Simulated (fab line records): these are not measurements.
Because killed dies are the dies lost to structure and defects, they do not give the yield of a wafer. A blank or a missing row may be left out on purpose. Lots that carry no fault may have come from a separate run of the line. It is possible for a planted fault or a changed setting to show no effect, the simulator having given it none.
Lot-split experiment    flow rit cmos    on a route of 202 steps: 5 lots, 23 wafers read

## SPLIT DETAILS
At RIT_FOX2_OXIDATION_00 (target thk 350.7 nm, ox time 1130 s), the setting ox time s was moved away from the recipe's 1130 s on 20 of the 23 wafers read, by -11.8% to +13.7%. This setting was run at the recipe's value on the other wafers.

## FROM THE SPLIT TO THE READING: what the file shows between them, 22 steps
- RIT_FOX2_THK_MEAS_01
- RIT_FOX2_CLEAN_02: cleans in dHF, time 180 s
- RIT_FOX2_WET_ETCH_03: etches Si3N4 in H3PO4, target depth 195 nm, time 2700 s
- RIT_FOX2_THK_MEAS_90
- RIT_NWELL_SOFTBAKE_02: time 60 s (also split here: temp c)
- RIT_NWELL_EXPOSE_03: exposes mask M2, target cd 43900 nm
- RIT_NWELL_PEB_04
- RIT_NWELL_DEVELOP_05: develop time 66.82 s
- RIT_NWELL_IMPLANT_08 (also split here: dose cm2)
- RIT_NWELL_STRIP_09: strips in O2, time 180 s
- RIT_NWELL_TW_MEAS_10
- RIT_PWELL_SOFTBAKE_02: time 60 s (also split here: temp c)
- RIT_PWELL_EXPOSE_03: exposes mask M3, target cd 43700 nm
- RIT_PWELL_PEB_04
- RIT_PWELL_DEVELOP_05: develop time 68 s
- RIT_PWELL_HARDBAKE_07: time 120 s
- RIT_WELLDRIVE_ANNEAL_00: time 14700 s
- RIT_WELLDRIVE_RS_MEAS_01: measures by four-point-probe
- RIT_NRETRO_COAT_01: resist thk 1300 nm (also split here: resist thk nm)
- RIT_GATE_CLEAN_02: cleans in dHF, time 30 s (also split here: time s)
- RIT_GATE_CLEAN_03: cleans in SC2, time 600 s
- RIT_GATE_CLEAN_04: cleans in dHF, time 60 s

## THE READING
Values of FIELD_OXIDE_LEFT_2_THK in nm from RIT_FOX2_THK_MEAS_91. On this fab line, fault-free wafers typically give 254 nm with a standard deviation of 5.8 nm.

wafer   tool, chamber at the split  ox time s as run, s  against the recipe  FIELD_OXIDE_LEFT_2_THK, nm  against lot-mates on the recipe
L074.1  -, -                        1179                 +4.3%               263                         no lot-mate on the recipe
L074.2  -, -                        1179                 +4.3%               266                         no lot-mate on the recipe
L074.4  -, -                        1179                 +4.3%               256                         no lot-mate on the recipe
L074.5  -, -                        1179                 +4.3%               268                         no lot-mate on the recipe
L074.6  -, -                        1179                 +4.3%               265                         no lot-mate on the recipe
L075.1  furnace-01, 0               1130                 recipe              252                         -
L075.2  furnace-01, 0               1130                 recipe              249                         -
L075.5  furnace-01, 0               1130                 recipe              250                         -
L077.1  -, -                        1285                 +13.7%              285                         no lot-mate on the recipe
L077.2  -, -                        1285                 +13.7%              286                         no lot-mate on the recipe
L077.3  -, -                        1285                 +13.7%              283                         no lot-mate on the recipe
L077.4  -, -                        1285                 +13.7%              287                         no lot-mate on the recipe
L077.6  -, -                        1285                 +13.7%              284                         no lot-mate on the recipe
L084.1  -, -                        996.1                -11.8%              234                         no lot-mate on the recipe
L084.2  -, -                        996.1                -11.8%              231                         no lot-mate on the recipe
L084.4  -, -                        996.1                -11.8%              231                         no lot-mate on the recipe
L084.5  -, -                        996.1                -11.8%              238                         no lot-mate on the recipe
L084.6  -, -                        996.1                -11.8%              235                         no lot-mate on the recipe
L085.1  -, -                        1018                 -9.9%               220                         no lot-mate on the recipe
L085.2  -, -                        1018                 -9.9%               229                         no lot-mate on the recipe
L085.4  -, -                        1018                 -9.9%               225                         no lot-mate on the recipe
L085.5  -, -                        1018                 -9.9%               222                         no lot-mate on the recipe
L085.6  -, -                        1018                 -9.9%               227                         no lot-mate on the recipe

THE FIT
A straight line over all 23 wafers: FIELD_OXIDE_LEFT_2_THK changes by +2.23 nm for each +1% of ox time s; r = +0.97; the points scatter about the line by 5.7 nm.
Too few moved wafers have a lot-mate on the recipe to fit a line with each lot's own level taken away.

## THE WHOLE CHAIN: every reading that the file lists as answering this split, in the file's order
step                   what it does                         reading                                                                            change (the file's fit)              r (the file's)
RIT_FOX2_OXIDATION_00  target thk 350.7 nm, ox time 1130 s  SiO2_of_FOX2_OXIDATION_00.thk nm (the simulator's own value, which no gauge read)  +2.2 nm for each +1% of the setting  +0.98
RIT_FOX2_THK_MEAS_01                                        FOX2_OXIDE_THK                                                                     +2.21 for each +1% of the setting    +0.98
RIT_FOX2_THK_MEAS_90                                        FIELD_OXIDE_LEFT_1_THK                                                             +2.24 for each +1% of the setting    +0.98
RIT_FOX2_THK_MEAS_91                                        FIELD_OXIDE_LEFT_2_THK                                                             +2.24 for each +1% of the setting    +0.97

## FILE'S OWN FIT
FIELD_OXIDE_LEFT_2_THK changes by +2.24 nm for each +1% of ox time s, r = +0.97.
